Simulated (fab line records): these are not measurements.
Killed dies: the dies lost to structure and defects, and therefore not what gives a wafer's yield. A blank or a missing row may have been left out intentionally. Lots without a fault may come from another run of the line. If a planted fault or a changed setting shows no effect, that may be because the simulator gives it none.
2 desks looking at one fault | flow berkeley-cmos170 | only its own numbers are on each desk; what lay behind them is given at the end

== THE TOOL OWNER'S DESK: furnace-04 ==
The tool's own readings at UCB170_START_OXIDATION_02 (target thk 20 nm, ox time 1800 s): means of the sampled wafers that have a number, for each lot that ran on this tool. If a lot's mean is further than 4 standard deviations from the usual mean, the lot is out of limits and carries the mark OUT (the distance appears in the brackets).
Columns: A = ox-temp-c at UCB170_START_OXIDATION_02, usual 950.0 C; B = tube_center_temp_C_max at UCB170_START_OXIDATION_02, usual 952.5; C = zone-power-load-pct at UCB170_START_OXIDATION_02, usual 28 %
lot  | first seen here | A     | B     | C
L614 | day 2 09:32     | 950.2 | 952.5 | 25
L617 | day 3 03:14     | 950.1 | 952.3 | 25
L618 | day 3 03:14     | 949.7 | 952.6 | 25
This desk's finding: nothing out of limits on any of the 3 lots.

== METROLOGY DESK ==
Means of the sampled wafers that have a number, per lot and without regard to the tool the lot ran on: this is what the gauges read. If a lot's mean is further than 4 standard deviations from the usual mean, the lot is out of limits and carries the mark OUT (the distance appears in the brackets).
Columns: A = START_OXIDE_THK at UCB170_START_THK_MEAS_03, usual 19.9 nm; B = cd-nm at UCB170_ACTIVE_CD_MEAS_13, usual 1199.7 nm; C = PFIELD_OVL at UCB170_PFIELD_OVL_MEAS_06, usual -2 nm
lot  | first seen here | A              | B      | C
L610 | day 1 11:43     | 20.5           | 1199.1 | 5
L611 | day 1 20:13     | 19.6           | 1201.1 | 3
L612 | day 2 00:32     | 19.9           | 1200.7 | 2
L613 | day 2 07:28     | 19.1           | 1199.0 | -2
L614 | day 2 11:03     | 20.0           | 1200.3 | -7
L618 | day 3 04:44     | 25.7 (+15) OUT | 1199.5 | -5
L617 | day 3 04:44     | 25.6 (+14) OUT | 1200.6 | -8
L625 | day 4 16:05     | 20.1           | 1199.2 | 3
L626 | day 4 21:31     | 20.6           | 1199.3 | -3
L627 | day 5 02:32     | 19.5           | 1199.7 | -4
L633 | day 6 08:40     | 19.9           | 1198.0 | 1
Per this desk, out of limits: L617, L618; the first was L618, day 3 04:44 (START_OXIDE_THK at UCB170_START_THK_MEAS_03). In limits: L610, L611, L612, L613, L614, L625, L626, L627, L633.

== BROUGHT TOGETHER ==
The metrology desk could have raised an alarm at day 3 04:44, on L617, L618.
The desk of the tool owner found nothing out of limits.
Tool owner's desk: L617, L618 on record, inside its limits.
Every lot named ran UCB170_START_OXIDATION_02 on furnace-04.

== WHAT WAS PUT IN BY THE SIMULATOR ==
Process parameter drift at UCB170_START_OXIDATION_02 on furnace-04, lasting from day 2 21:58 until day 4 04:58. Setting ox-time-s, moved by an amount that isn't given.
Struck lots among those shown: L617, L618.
Hours from the fault's start to each desk's first reading out of limits: the metrology desk, 7.
